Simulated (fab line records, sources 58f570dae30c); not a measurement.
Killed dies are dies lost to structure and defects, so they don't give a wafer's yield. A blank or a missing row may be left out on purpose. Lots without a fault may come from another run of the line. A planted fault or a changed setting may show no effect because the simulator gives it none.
Which tool did it? | flow berkeley_cmos170 | 14 lots, 40 wafers sampled, at 5 steps of a route of 331

WHAT THE GAUGES READ, wafer by wafer
UCB170_V1_BOW_MEAS_03.
lot  | measured     | on            | V1_BOW (um)
L585 | day 8 12:57  | film_metro-01 | 24 30 20
L584 | day 8 14:17  | film_metro-01 | 14 24 13
L591 | day 9 13:25  | film_metro-02 | 30 12 30
L590 | day 9 17:04  | film_metro-03 | 21 23 26
L588 | day 9 18:26  | film_metro-01 | 25 21 28
L587 | day 9 18:47  | film_metro-01 | 16 19 17
L592 | day 9 19:00  | film_metro-03 | 36 22 16
L593 | day 9 19:16  | film_metro-01 | 7 24 10
L594 | day 10 10:00 | film_metro-02 | 26 22 17
L596 | day 10 21:38 | film_metro-01 | 24 9 22
L606 | day 12 09:43 | film_metro-02 | 21 25 15
L605 | day 12 11:03 | film_metro-03 | 16
L607 | day 12 12:25 | film_metro-03 | 19 17 18
L602 | day 12 12:41 | film_metro-02 | 10 19 24

UCB170_V1_THK_MEAS_04.
lot  | measured     | on            | V1_POLISHED_THK (nm)
L585 | day 8 13:04  | film_metro-01 | 999.6 1000.9 1000.4
L584 | day 8 14:25  | film_metro-01 | 998.7 999.7 999.2
L591 | day 9 13:30  | film_metro-02 | 999.1 998.7 999.9
L590 | day 9 17:11  | film_metro-03 | 1001.4 999.3 1001.6
L588 | day 9 18:32  | film_metro-01 | 999.8 999.5 1001.3
L587 | day 9 18:53  | film_metro-01 | 1001.6 999.7 1000.8
L592 | day 9 19:07  | film_metro-03 | 1000.7 1001.5 1000.8
L593 | day 9 19:23  | film_metro-01 | 1001.4 998.9 1000.3
L594 | day 10 10:07 | film_metro-02 | 1001.0 1000.4 999.3
L596 | day 10 21:45 | film_metro-01 | 1001.0 1002.7 1001.2
L606 | day 12 09:50 | film_metro-02 | 999.0 1000.6 1000.3
L605 | day 12 11:10 | film_metro-03 | 999.0
L607 | day 12 12:31 | film_metro-03 | 1001.6 1002.6 1000.8
L602 | day 12 12:48 | film_metro-02 | 1000.0 999.5 998.6

UCB170_M2_RS_MEAS_02: measures by four-point-probe.
lot  | measured     | on            | M2_AL_RS (ohm/sq)
L585 | day 8 15:23  | film_metro-03 | 0.0323 0.0322 0.0322
L584 | day 8 18:04  | film_metro-01 | 0.0317 0.0320 0.0319
L591 | day 9 15:22  | film_metro-03 | 0.0320 0.0319 0.0319
L590 | day 9 19:14  | film_metro-04 | 0.0319 0.0319 0.0321
L588 | day 9 21:23  | film_metro-04 | 0.0315 0.0320 0.0320
L587 | day 9 22:05  | film_metro-03 | 0.0323 0.0322 0.0323
L592 | day 9 21:54  | film_metro-04 | 0.0321 0.0319 0.0322
L593 | day 9 22:38  | film_metro-03 | 0.0324 0.0323 0.0330
L594 | day 10 12:01 | film_metro-01 | 0.0325 0.0319 0.0322
L596 | day 10 23:43 | film_metro-03 | 0.0318 0.0320 0.0321
L606 | day 12 11:44 | film_metro-01 | 0.0321 0.0326 0.0321
L605 | day 12 13:26 | film_metro-01 | 0.0859 0.0859
L607 | day 12 14:43 | film_metro-01 | 0.0318 0.0320 0.0320
L602 | day 12 15:22 | film_metro-03 | 0.0321 0.0842 0.0321 0.0321 0.0842 0.0321

UCB170_M2_THK_MEAS_03: measures by xrf.
lot  | measured     | on            | M2_AL_THK (nm)
L585 | day 8 15:31  | film_metro-03 | 914 913 916
L584 | day 8 18:11  | film_metro-01 | 925 920 914
L591 | day 9 15:28  | film_metro-03 | 923 921 924
L590 | day 9 19:21  | film_metro-04 | 914 918 913
L588 | day 9 21:29  | film_metro-04 | 933 913 923
L587 | day 9 22:12  | film_metro-03 | 913 914 906
L592 | day 9 22:01  | film_metro-04 | 918 912 907
L593 | day 9 22:46  | film_metro-03 | 909 909 894
L594 | day 10 12:08 | film_metro-01 | 901 918 911
L596 | day 10 23:50 | film_metro-03 | 922 924 914
L606 | day 12 11:52 | film_metro-01 | 918 904 911
L605 | day 12 15:37 | film_metro-01 | 347 348
L607 | day 12 14:49 | film_metro-01 | 917 919 916
L602 | day 12 17:39 | film_metro-03 | 918 354 916 917 356 917

WHICH TOOL RAN EACH LOT (tool, then ch and the chambers of the sampled wafers, then the start)
lot  | UCB170_M2_SPUTTER_01
L585 | pvd_sputter-04, day 8 15:19
L584 | pvd_sputter-02, day 8 17:59
L591 | pvd_sputter-02, day 9 15:14
L590 | pvd_sputter-03, day 9 19:09
L588 | pvd_sputter-02, day 9 21:16
L587 | pvd_sputter-02, day 9 21:59
L592 | pvd_sputter-04, day 9 21:49
L593 | pvd_sputter-03, day 9 22:34
L594 | pvd_sputter-03, day 10 11:56
L596 | pvd_sputter-03, day 10 23:38
L606 | pvd_sputter-04, day 12 11:40
L605 | pvd_sputter-03, day 12 13:22
L607 | pvd_sputter-02, day 12 14:35
L602 | pvd_sputter-03, day 12 15:16
- UCB170_M2_SPUTTER_01: material Al, target thk 900 nm, time 120 s.

WHAT THE TOOLS THEMSELVES READ (means of the sampled wafers that have a number; where no wafer has one, the mark that the record gives instead)
UCB170_M2_SPUTTER_01.
lot  | tool           | chamber_pressure_pa (Pa) | throttle_valve_pct (%)
L585 | pvd_sputter-04 | 0.4984                   | 30.6
L584 | pvd_sputter-02 | 0.4986                   | 29.7
L591 | pvd_sputter-02 | 0.4998                   | 28.8
L590 | pvd_sputter-03 | 0.4996                   | 30.0
L588 | pvd_sputter-02 | 0.5001                   | 29.3
L587 | pvd_sputter-02 | 0.5000                   | 28.4
L592 | pvd_sputter-04 | 0.5001                   | 29.1
L593 | pvd_sputter-03 | 0.5000                   | 28.7
L594 | pvd_sputter-03 | 0.4987                   | 28.8
L596 | pvd_sputter-03 | 0.4996                   | 30.0
L606 | pvd_sputter-04 | 0.4998                   | 28.5
L605 | pvd_sputter-03 | 0.5012                   | 31.3
L607 | pvd_sputter-02 | 0.4998                   | 29.8
L602 | pvd_sputter-03 | 0.4996                   | 29.8

THE ANSWER, worked out from the rows above alone
Rule: what is usual is taken from the lots themselves. Put in order of their means at a reading, lots are off if they are a third of the lots or fewer, leave a main group of 4 or more, and stand apart from it by a gap of 3 or more times the standard deviation of the main group's means; of several such gaps the widest counts. A main group whose means are all the same, to the digits that the tables above print for the reading, isn't used. A lot without any number at a reading at which 4 lots or more have one is off too. The other lots that the step has rows for count as sound. The gauges are gone through in route order, then the tools' own readings, and for those a lot's mean is taken as printed above. The first step at which some lot is off is used, and at that step the reading that is off furthest; a lot without a number counts as furthest.
Off: L605, L602, at UCB170_M2_RS_MEAS_02 (M2_AL_RS). The main group: mean 0.0321 ohm/sq, standard deviation 0.00021.
A tool fits if, at a process step before that reading, it ran every lot that is off, and no sound lot after the first of them. The gauges at UCB170_M2_RS_MEAS_02 are tried like those tools. One fits: pvd_sputter-03 at UCB170_M2_SPUTTER_01. Its last sound lot is L596 (day 10 23:38), its first lot that is off L605 (day 12 13:22): a fault that began between those two fits.

WHAT THE SIMULATOR HAD PUT IN
Process parameter drift: pvd_sputter-03, from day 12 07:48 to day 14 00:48, at UCB170_M2_SPUTTER_01. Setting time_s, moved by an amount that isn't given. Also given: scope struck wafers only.
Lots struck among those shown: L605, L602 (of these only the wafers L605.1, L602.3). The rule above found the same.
